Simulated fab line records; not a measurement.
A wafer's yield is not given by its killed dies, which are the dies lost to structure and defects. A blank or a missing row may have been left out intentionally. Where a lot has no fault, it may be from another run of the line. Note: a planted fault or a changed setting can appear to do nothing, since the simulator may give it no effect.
Problem report, 8D (eight disciplines) form, completed by code	flow rit-cmos	the parts of the form that need people (team, actions taken, sign-off) are left out

## 1. THE ISSUE
Wafers free of any fault read 25.2 nm (standard deviation 0.46) for REOX_OXIDE_THK at RIT_REOX_THK_MEAS_04, against a mean of 14.7 nm on 9 wafers of 3 lots. Measured from the usual mean, that is -23 standard deviations.
First seen on wafer L995.1, day 4 18:18, on film-metro-01. At this step, 45 wafers from 15 lots have a number in the record. Rule for "out", or "out of limits": more than 4 standard deviations from the usual mean. The other wafers with a number count as sound.

## 2. WHAT IT IS; WHAT IT IS NOT
question	is	is not
which readings at this step	REOX_OXIDE_THK	-
which lots	L100, L995, L999	L105, L107, L109, L110, L111, L988, L989, L991, L992, L993, L994, L997
which wafers of those lots	all that have a number	-
read on which gauges	film-metro-01, film-metro-02, film-metro-04	-
when	from day 4 18:18	up to then (18 sound wafers); but 18 sound wafers of L105, L107, L109, L110, L111, L997 came after

## 3. SUSPECTS, AND WHAT RULES EACH OUT
Counting: a tool at a process step up to the reading stays a suspect if it ran every lot that is out and no sound lot after the first of them.
- the gauge at RIT_REOX_THK_MEAS_04 is ruled out. Those wafers that are out were read across 3 gauges (film-metro-01, film-metro-02, film-metro-04).
- furnace-01 at RIT_REOX_OXIDATION_03 (target thk 25.2 nm, ox time 5580 s): ruled out as a lasting fault. Following L995 (day 4 15:45), the first lot on it that is out, the sound lots L110 were run on it.
Left after counting: nothing in the record.

## 4. THE CAUSE (what the simulator had put in)
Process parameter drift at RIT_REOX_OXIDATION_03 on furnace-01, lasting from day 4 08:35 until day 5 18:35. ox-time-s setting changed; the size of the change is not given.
Counting ruled it out, wrongly: the rule takes a fault to strike every lot that its tool runs from its start on, and this one did not.

## 5. THE CHAIN OF EFFECTS, in route order
Each row: a reading where the mean over the struck wafers with a number is more than 3 standard deviations away from the usual. Only readings whose record carries a usual standard deviation are examined. hours: median over the lots of the time between each lot's start at the first step of this table that gives one and its start at this step. sigmas: the change, counted in usual standard deviations.
hours	step	reading	usual	on struck wafers	change	sigmas
0	RIT_REOX_THK_MEAS_04	REOX_OXIDE_THK	25.2 nm	14.7	-10.5	-23

## 6. HOW IT WOULD HAVE BEEN CAUGHT EARLIER
In this record the first reading out of limits at a measuring or inspecting step was taken at day 4 18:18, 10 hours after the fault began at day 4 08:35.
No tool reading at RIT_REOX_OXIDATION_03 that has a usual standard deviation in the record was out on any struck wafer, so an alarm limit of 4 standard deviations on those readings would not have fired.
